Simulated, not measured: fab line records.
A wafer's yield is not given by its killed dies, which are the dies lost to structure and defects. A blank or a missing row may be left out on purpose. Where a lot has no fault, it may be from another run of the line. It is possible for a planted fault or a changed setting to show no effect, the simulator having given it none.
2 desks looking at one fault | flow berkeleyCmos170 | each desk holds nothing but its own numbers, with what lay behind them at the end

## AT THE METROLOGY DESK
Means of the sampled wafers that have a number, per lot and without regard to the tool the lot ran on: this is what the gauges read. If a lot's mean is further than 4 standard deviations from the usual mean, the lot is out of limits and carries the mark OUT (the distance appears in the brackets).
Columns: A = PWELL_TW at UCB170_PWELL_TW_MEAS_17, usual 380; B = NLDD_RS at UCB170_SDANNEAL_RS_MEAS_05, usual 615.3 ohm/sq
lot  | first seen here | A   | B
L775 | day 3 07:39     | 380 | 615.2
L776 | day 3 09:11     | 373 | 615.0
L778 | day 3 16:07     | 381 | 615.2
L777 | day 3 16:08     | 380 | 615.0
L779 | day 3 16:23     | 381 | 616.4
L781 | day 4 10:02     | 381 | 616.7
L783 | day 4 19:13     | 380 | 622.0 (+5.6) OUT
L787 | day 5 10:47     | 383 | 621.0 (+4.7) OUT
L789 | day 5 15:29     | 378 | 615.3
L792 | day 6 14:55     | 374 | 615.4
L794 | day 7 00:18     | 385 | 617.0
L795 | day 7 15:55     | 376 | 615.8
L798 | day 7 22:17     | 385 | 614.0
This desk finds L783, L787 out of limits, with the earliest case on L783 at day 8 15:38 (NLDD_RS at UCB170_SDANNEAL_RS_MEAS_05). Within limits: L775, L776, L778, L777, L779, L781, L789, L792, L794, L795, L798.

## THE TOOL OWNER'S DESK: implanter-03
The tool's own readings at UCB170_NLDD_IMPLANT_08: means of the sampled wafers that have a number, for each lot that ran on this tool. If a lot's mean is further than 4 standard deviations from the usual mean, the lot is out of limits and carries the mark OUT (the distance appears in the brackets).
Columns: A = beamEnergyKeV at UCB170_NLDD_IMPLANT_08, usual 30.000; B = beamOnS at UCB170_NLDD_IMPLANT_08, usual 10.01 s; C = doseIonsCm2 at UCB170_NLDD_IMPLANT_08, usual 5e+13; D = endStationPressureTorr at UCB170_NLDD_IMPLANT_08, usual 5.12e-06 Torr
lot  | first seen here | A      | B     | C               | D
L776 | day 6 18:52     | 30.003 | 10.15 | 5e+13           | 5.24e-06
L777 | day 7 02:41     | 30.005 | 10.05 | 5e+13           | 5.08e-06
L783 | day 8 04:13     | 29.995 | 9.92  | 5e+13 (-23) OUT | 4.82e-06
L787 | day 9 08:21     | 29.994 | 10.03 | 5e+13 (-23) OUT | 5.15e-06
This desk finds L783, L787 out of limits, L783 being first, at day 8 04:13 (doseIonsCm2 at UCB170_NLDD_IMPLANT_08). Within limits: L776, L777.

## TAKEN TOGETHER
On L783, L787, at day 8 04:13, an alarm was possible from the tool owner's desk.
At day 8 15:38 the metrology desk could have sounded an alarm, on L783, L787.
All the named lots went through UCB170_NLDD_IMPLANT_08 on implanter-03.

## WHAT WAS PUT IN BY THE SIMULATOR
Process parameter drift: implanter-03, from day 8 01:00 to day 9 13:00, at UCB170_NLDD_IMPLANT_08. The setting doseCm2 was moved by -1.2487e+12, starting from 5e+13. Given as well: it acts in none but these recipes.
Lots struck among those shown: L783, L787.
Counting hours from when the fault started, the first reading out of limits came at 3 for the tool owner's desk and at 15 for the metrology desk.
